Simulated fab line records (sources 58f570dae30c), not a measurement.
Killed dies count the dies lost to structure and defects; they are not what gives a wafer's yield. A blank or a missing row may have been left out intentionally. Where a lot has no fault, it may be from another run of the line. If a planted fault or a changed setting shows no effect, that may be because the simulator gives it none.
2 desks looking at one fault	flow berkeley cmos170	every desk sees just its own numbers, and what lay behind them comes last

## FROM THE METROLOGY DESK
Means of the sampled wafers that have a number, per lot and without regard to the tool the lot ran on: this is what the gauges read. Any lot whose mean is over 4 standard deviations away from the usual mean is out of limits and marked OUT; that distance is given in the brackets.
Columns: A = V2_OVL at UCB170_V2_OVL_MEAS_13, usual 1 nm
lot	first seen here	A
L108	day 7 13:14	2
L107	day 7 13:22	4
L109	day 7 15:49	7
L111	day 8 10:35	6
L112	day 8 11:23	-0
L113	day 8 21:52	6
L116	day 9 12:29	1
L114	day 9 12:35	1
L117	day 9 14:10	-2
L123	day 10 20:26	3
L127	day 11 15:54	-0
L125	day 11 16:37	1
L128	day 12 00:17	-6
L129	day 12 00:34	3
L130	day 12 04:11	-4
This desk's finding: nothing out of limits on any of the 15 lots.

## AT THE TOOL OWNER'S DESK: litho track-03
The tool's own readings at UCB170_V2_COAT_07 (resist thk 900 nm): means of the sampled wafers that have a number, for each lot that ran on this tool. Any lot whose mean is over 4 standard deviations away from the usual mean is out of limits and marked OUT; that distance is given in the brackets.
Columns: A = exhaust pa at UCB170_V2_COAT_07, usual 45.0 Pa; B = spin speed rpm at UCB170_V2_COAT_07, usual 1500.1 rpm
lot	first seen here	A	B
L111	day 8 09:44	45.6	1498.6
L112	day 8 10:28	45.6	1500.3
L116	day 9 10:49	44.4	1708.9 (+99 or more) OUT
L114	day 9 11:17	44.4	1708.1 (+99 or more) OUT
L117	day 9 13:22	45.7	1707.1 (+99 or more) OUT
L130	day 12 03:24	46.1	1501.1
This desk's finding: out of limits on L114, L116, L117; first on L116, day 9 10:49 (spin speed rpm at UCB170_V2_COAT_07). L111, L112, L130 stayed within limits.

## TAKEN TOGETHER
An alarm could have come from the tool owner's desk at day 9 10:49, on L114, L116, L117.
Metrology desk: nothing out of limits seen.
The metrology desk holds a record of L114, L116, L117, inside its limits.
On litho track-03, each named lot ran UCB170_V2_COAT_07.

## WHAT THE SIMULATOR HAD INSERTED
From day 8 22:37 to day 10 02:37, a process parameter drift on litho track-03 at UCB170_V2_COAT_07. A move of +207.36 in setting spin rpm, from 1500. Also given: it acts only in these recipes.
Lots struck among those shown: L114, L116, L117.
How many hours passed from the start of the fault until each desk's first out-of-limits reading: the tool owner's desk, 12.
